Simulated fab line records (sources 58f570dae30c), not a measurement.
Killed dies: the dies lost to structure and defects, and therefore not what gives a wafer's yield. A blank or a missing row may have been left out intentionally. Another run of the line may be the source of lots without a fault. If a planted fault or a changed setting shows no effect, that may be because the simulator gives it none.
Which tool did it?    flow berkeley cmos170    14 lots with 42 wafers sampled at 3 steps, on a route of 331 steps

## WHAT THE GAUGES READ, wafer by wafer
UCB170_PLDD_CD_MEAS_06: the cd target is 1200 nm.
lot   measured      on         cd nm (nm)
L433  day 7 00:40   cd sem-02  1197.0 1200.0 1198.6
L434  day 7 22:03   cd sem-02  1200.6 1202.0 1200.0
L437  day 8 17:43   cd sem-02  1202.5 1202.6 1203.1
L438  day 8 18:25   cd sem-01  1200.6 1201.0 1199.4
L449  day 10 18:42  cd sem-01  1200.6 1201.7 1200.2
L450  day 11 13:41  cd sem-01  1200.0 1199.2 1199.9
L451  day 11 14:27  cd sem-01  1199.0 1199.6 1197.7
L452  day 11 14:19  cd sem-01  1200.5 1200.2 1200.7
L453  day 11 14:02  cd sem-01  1200.0 1199.8 1199.9
L454  day 11 16:51  cd sem-02  1198.2 1199.3 1200.6
L455  day 11 17:08  cd sem-01  1200.7 1200.3 1200.6
L456  day 11 17:28  cd sem-01  1197.6 1196.7 1197.7

UCB170_SPACER_THK_MEAS_01.
lot   measured      on             SPACER_TEOS_THK (nm)
L433  day 7 03:28   film metro-01  362 366 366
L434  day 8 00:31   film metro-02  372 373 372
L437  day 8 20:19   film metro-01  375 376 380
L438  day 8 21:12   film metro-04  368 371 380
L449  day 10 21:25  film metro-04  365 380 375
L450  day 11 19:09  film metro-04  369 377 377
L451  day 11 20:42  film metro-02  370 378 375
L452  day 11 19:44  film metro-01  372 366 373
L453  day 11 20:02  film metro-04  377 382 388
L454  day 11 21:27  film metro-01  369 368 377
L455  day 11 21:28  film metro-02  383 385 389
L456  day 12 02:53  film metro-04  368 374 379

## WHICH TOOL RAN EACH LOT (tool, then ch and the chambers of the sampled wafers, then the start)
lot   UCB170_SCREENOX_OXIDATION_01
L433  furnace-01 ch 0, day 5 17:50
L434  furnace-01 ch 0, day 6 15:19
L437  furnace-04 ch 0, day 7 05:03
L438  furnace-04 ch 0, day 7 05:03
L445  furnace-04, day 9 02:19
L446  furnace-04, day 9 02:19
L449  furnace-02 ch 0, day 9 16:48
L450  furnace-02 ch 0, day 10 09:00
L451  furnace-02 ch 0, day 10 09:00
L452  furnace-02 ch 0, day 10 09:00
L453  furnace-02 ch 0, day 10 09:00
L454  furnace-02 ch 0, day 10 16:46
L455  furnace-02 ch 0, day 10 16:46
L456  furnace-02 ch 0, day 10 16:46
- UCB170_SCREENOX_OXIDATION_01: target thk 14.4 nm, ox time 2400 s.

## WHAT THE TOOLS THEMSELVES READ (means of the sampled wafers that have a number; where no wafer has one, the mark that the record gives instead)
UCB170_SCREENOX_OXIDATION_01.
lot   tool        ox temp c (C)  ox temp c max  spike tc centre C (C)  zone power load pct (%)
L433  furnace-01  899.9          905.0          901.3                  28.0
L434  furnace-01  900.4          906.2          900.4                  27.9
L437  furnace-04  900.1          902.7          901.4                  28.1
L438  furnace-04  900.0          902.7          903.2                  28.1
L445  furnace-04  -              -              -                      -
L446  furnace-04  -              -              -                      -
L449  furnace-02  899.6          903.5          900.9                  25.2
L450  furnace-02  900.1          903.8          901.3                  25.1
L451  furnace-02  899.8          904.1          900.9                  25.0
L452  furnace-02  900.2          903.9          900.9                  24.9
L453  furnace-02  899.4          903.4          900.9                  25.0
L454  furnace-02  899.6          903.3          901.0                  25.1
L455  furnace-02  899.8          903.6          901.2                  25.2
L456  furnace-02  900.3          905.3          900.7                  25.1

## THE ANSWER, worked out from the rows above alone
Rule: the lots themselves supply what counts as usual. Put in order of their means at a reading, lots are off if they are a third of the lots or fewer, leave a main group of 4 or more, and stand apart from it by a gap of 3 or more times the standard deviation of the main group's means; of several such gaps the widest counts. If all means in a main group match to the digits the tables above print for the reading, that group is not used. A lot without any number at a reading at which 4 lots or more have one is off too. The other lots that the step has rows for count as sound. After the gauges, taken in route order, come the tools' own readings; for these a lot's mean is taken, as printed above. The first step at which some lot is off is used, and at that step the reading that is off furthest; a lot without a number counts as furthest.
Off, at UCB170_SCREENOX_OXIDATION_01 on ox temp c: L445, L446. Without a number there: L445, L446. The main group: mean 899.9 C, standard deviation 0.29.
A tool fits if, at that step or a process step before it, it ran every lot that is off, and no sound lot after the first of them. One fits: UCB170_SCREENOX_OXIDATION_01 on furnace-04. A fault onset in the window from L437 (day 7 05:03, its last sound lot) to L445 (day 9 02:19, its first lot off) fits.
Blank at UCB170_SCREENOX_OXIDATION_01 on the lots that are off, where sound lots have numbers: ox temp c, ox temp c max, spike tc centre C, zone power load pct.

## WHAT WAS PUT IN BY THE SIMULATOR
Skipped step whole: furnace-04, from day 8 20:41 on, at UCB170_SCREENOX_OXIDATION_01. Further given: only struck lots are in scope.
Shown lots that were struck: L445, L446. Same finding as the rule above.
